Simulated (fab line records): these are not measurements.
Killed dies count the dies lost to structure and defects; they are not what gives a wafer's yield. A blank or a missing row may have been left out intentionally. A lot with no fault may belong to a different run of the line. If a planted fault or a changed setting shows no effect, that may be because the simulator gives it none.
A struck lot beside a sound one	flow berkeley cmos170	14 steps out of a route of 331
Sound: the wafers L741.1, L741.2, L741.3. The struck wafers were L748.4, L748.5, L748.6. The cause is named last.
Each step with rows lists, per side, the tool, then ch with its chambers, then its first start. Under that, the readings that differ: sound wafers	struck wafers	difference of the means	sigmas: that difference in standard deviations of wafers without a fault.
alike: readings whose means differ by less than 2 such deviations, and words and numbers that are the same on both sides. not compared: withheld readings, readings that some wafer has no value for, bounds like >300 that may hide the same value, and numbers for which the record gives no deviation and whose values overlap.
Wherever a step has rows on one side only, a row that says differs or no value, or a row with sigmas, the two part there. Numbers that don't overlap but have no deviation are shown without sigmas and don't part them. A reading that every wafer of one side lacks parts them only if that side has two wafers or more.

first, 5 steps without rows for these wafers: UCB170_NWELL_WET_ETCH_18 (etches Si3N4 in H3PO4, time 14400 s); UCB170_NWELL_WET_ETCH_19 (etches SiO2 in BOE, time 22 s); UCB170_PWELL_CLEAN_00 (cleans in SPM, time 600 s); UCB170_PWELL_CLEAN_01 (cleans in dHF, time 60 s); UCB170_PWELL_OXIDATION_02 (target thk 26.4 nm, ox time 1260 s).
UCB170_PWELL_THK_MEAS_03:
  sound on film metro-02, day 4 15:44; struck on film metro-03, day 6 02:38
  alike: PWELL_OXIDE_THK
then, 2 steps without rows for these wafers: UCB170_PWELL_ANNEAL_04 (time 919.5 s); UCB170_PWELL_CVD_05 (deposits Si3N4 from SiH2Cl2/NH3, target thk 220 nm, time 3300 s).
UCB170_PWELL_THK_MEAS_06:
  sound on film metro-03, day 4 23:55; struck on film metro-04, day 6 09:05
  alike: PWELL_NITRIDE_THK
then, 3 steps without rows for these wafers: UCB170_PWELL_HMDS_07 (prime time 60 s); UCB170_PWELL_COAT_08 (resist thk 900 nm); UCB170_PWELL_SOFTBAKE_09 (time 60 s).
UCB170_PWELL_EXPOSE_10: exposes mask PWELL, target cd 3000 nm.
  struck on krf scanner-01, day 6 10:26; sound on krf scanner-02 ch 0, day 5 01:04
  no value came back on the struck wafers for exposure dose mJ cm2, focus offset nm (nm); on the sound wafers exposure dose mJ cm2 reads 19.011 19.014 19.011
  alike: mask
next, for these wafers, 1 step has no rows: UCB170_PWELL_PEB_11.

WHERE THEY PART
Within this record, at UCB170_PWELL_EXPOSE_10 only.

WHY: the cause the simulator had injected
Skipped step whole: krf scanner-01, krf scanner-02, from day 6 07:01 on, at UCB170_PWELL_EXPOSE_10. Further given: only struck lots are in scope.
